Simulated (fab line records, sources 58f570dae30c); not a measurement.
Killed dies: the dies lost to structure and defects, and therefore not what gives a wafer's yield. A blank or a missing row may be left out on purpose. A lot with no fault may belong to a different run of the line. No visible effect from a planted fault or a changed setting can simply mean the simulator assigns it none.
The tool behind it: which one?    flow berkeleyCmos170    39 wafers from 13 lots sampled at 4 of the route's 331 steps

== WHAT EACH GAUGE READ, for each wafer ==
UCB170_M3_BOW_MEAS_20. Usual: M3_BOW typically reads 35 um, with standard deviation 6.6.
lot   measured      on            M3_BOW (um)  flag
L875  day 8 14:55   filmMetro-03  36 32 35     
L876  day 8 15:47   filmMetro-01  33 39 23     
L877  day 8 16:22   filmMetro-01  37 35 42     
L878  day 8 16:28   filmMetro-04  29 34 40     
L879  day 8 20:14   filmMetro-03  44 24 41     
L880  day 9 02:20   filmMetro-01  41 36 37     
L887  day 10 11:29  filmMetro-04  38 36 30     
L886  day 10 11:53  filmMetro-01  32 37 26     
L889  day 10 12:10  filmMetro-03  37 34 23     
L891  day 11 00:22  filmMetro-01  37 41 34     
L893  day 12 01:54  filmMetro-03  33 26 36     
L896  day 12 07:52  filmMetro-01  38 27 38     
L895  day 12 08:17  filmMetro-04  30 28 42     

== TOOL THAT RAN EACH LOT (tool first, then ch and the chambers of the sampled wafers, then the start) ==
lot   UCB170_M2_ETCH_17                  UCB170_M3_PRE_CLEAN_00       UCB170_M3_ETCH_17
L875  rieDiel-04 ch 0,1,3, day 8 08:32   pvdSputter-04, day 8 11:40   rieDiel-02 ch 0,1,3, day 8 14:26
L876  rieDiel-01 ch 0,2, day 8 08:55     pvdSputter-02, day 8 12:56   rieDiel-04 ch 1,2,3, day 8 15:20
L877  rieDiel-03 ch 0,2,3, day 8 09:11   pvdSputter-03, day 8 13:20   rieDiel-02 ch 1,2,3, day 8 15:54
L878  rieDiel-04 ch 0,2,3, day 8 09:16   pvdSputter-04, day 8 13:37   rieDiel-04 ch 1,2,3, day 8 15:59
L879  rieDiel-01 ch 1,2,3, day 8 14:22   pvdSputter-04, day 8 17:16   rieDiel-04 ch 0,1,3, day 8 19:46
L880  rieDiel-01 ch 0,1,3, day 8 19:56   pvdSputter-02, day 8 23:37   rieDiel-02 ch 1,2,3, day 9 01:52
L887  rieDiel-01 ch 1,2,3, day 10 05:32  pvdSputter-04, day 10 08:39  rieDiel-04 ch 0,2, day 10 11:02
L886  rieDiel-04 ch 0,3, day 10 05:46    pvdSputter-03, day 10 08:56  rieDiel-02 ch 0,1, day 10 11:26
L889  rieDiel-03 ch 0,1,2, day 10 06:36  pvdSputter-02, day 10 09:20  rieDiel-01 ch 1,2,3, day 10 11:43
L891  rieDiel-01 ch 0,1,2, day 10 18:38  pvdSputter-04, day 10 21:43  rieDiel-02 ch 0,3, day 10 23:53
L893  rieDiel-03 ch 0,2, day 11 19:37    pvdSputter-02, day 11 23:01  rieDiel-02 ch 2,3, day 12 01:27
L896  rieDiel-04 ch 0,1,2, day 12 02:11  pvdSputter-02, day 12 05:10  rieDiel-01 ch 1,2,3, day 12 07:25
L895  rieDiel-01 ch 1,2, day 12 02:24    pvdSputter-03, day 12 05:31  rieDiel-04 ch 0,2, day 12 07:50
- UCB170_M2_ETCH_17: etches BARC in N2/H2.
- UCB170_M3_PRE_CLEAN_00: preclean etch time 60 s.
- UCB170_M3_ETCH_17: etches BARC in N2/H2.

== AS READ BY THE TOOLS THEMSELVES (means over the sampled wafers that have a number; for cases with no such wafer, the mark the record gives instead) ==
UCB170_M2_ETCH_17. Usual: drypumpMotorCurrentA 5.5 A, standard deviation 0.3; oesProductAu 0.997 a.u., standard deviation 0.021; throttleValvePct 13.25 %, standard deviation 0.16.
lot   tool        drypumpMotorCurrentA (A)  oesProductAu (a.u.)  throttleValvePct (%)  flag
L875  rieDiel-04  5.6                       1.007                13.30                 
L876  rieDiel-01  5.5                       1.018                13.37                 
L877  rieDiel-03  5.4                       0.980                13.20                 
L878  rieDiel-04  5.3                       1.019                13.21                 
L879  rieDiel-01  5.7                       0.989                13.24                 
L880  rieDiel-01  5.4                       0.991                13.20                 
L887  rieDiel-01  5.7                       0.998                13.25                 
L886  rieDiel-04  5.6                       1.015                13.25                 
L889  rieDiel-03  5.4                       0.972                13.13                 
L891  rieDiel-01  5.6                       1.020                13.33                 
L893  rieDiel-03  5.4                       0.979                13.22                 
L896  rieDiel-04  5.6                       1.003                13.37                 
L895  rieDiel-01  5.7                       0.993                13.28                 

UCB170_M3_ETCH_17. Usual: drypumpMotorCurrentA 5.6 A, standard deviation 0.38; oesProductAu 1.006 a.u., standard deviation 0.017; throttleValvePct 13.32 %, standard deviation 0.16.
lot   tool        drypumpMotorCurrentA (A)  oesProductAu (a.u.)  throttleValvePct (%)  flag
L875  rieDiel-02  5.5                       0.997                13.47                 
L876  rieDiel-04  5.3                       1.005                13.27                 
L877  rieDiel-02  5.8                       1.010                13.34                 
L878  rieDiel-04  5.3                       1.006                13.27                 
L879  rieDiel-04  5.6                       1.001                13.31                 
L880  rieDiel-02  5.8                       1.008                13.34                 
L887  rieDiel-04  5.3                       1.023                13.27                 
L886  rieDiel-02  5.4                       0.987                13.49                 
L889  rieDiel-01  5.7                       0.994                13.25                 
L891  rieDiel-02  5.5                       1.015                13.43                 
L893  rieDiel-02  5.8                       1.024                13.30                 
L896  rieDiel-01  5.7                       1.005                13.24                 
L895  rieDiel-04  5.6                       1.010                13.30                 

== THE ANSWER, worked out from the rows above alone ==
Rule: lot off if the mean of its wafers having a number is beyond 3 standard deviations from the usual mean. A lot without any number at a reading at which 4 lots or more have one is off too. Where the step has rows for the other lots, those lots are counted as sound. The gauges are gone through in route order, then the tools' own readings, and for those a lot's mean is taken as printed above. At the first step where some lot is off, the reading lying furthest off is the one used; lots without a number count as furthest.
No lot is off on any of the readings shown, so nothing can be concluded from this.

== WHAT HAD BEEN PUT IN BY THE SIMULATOR ==
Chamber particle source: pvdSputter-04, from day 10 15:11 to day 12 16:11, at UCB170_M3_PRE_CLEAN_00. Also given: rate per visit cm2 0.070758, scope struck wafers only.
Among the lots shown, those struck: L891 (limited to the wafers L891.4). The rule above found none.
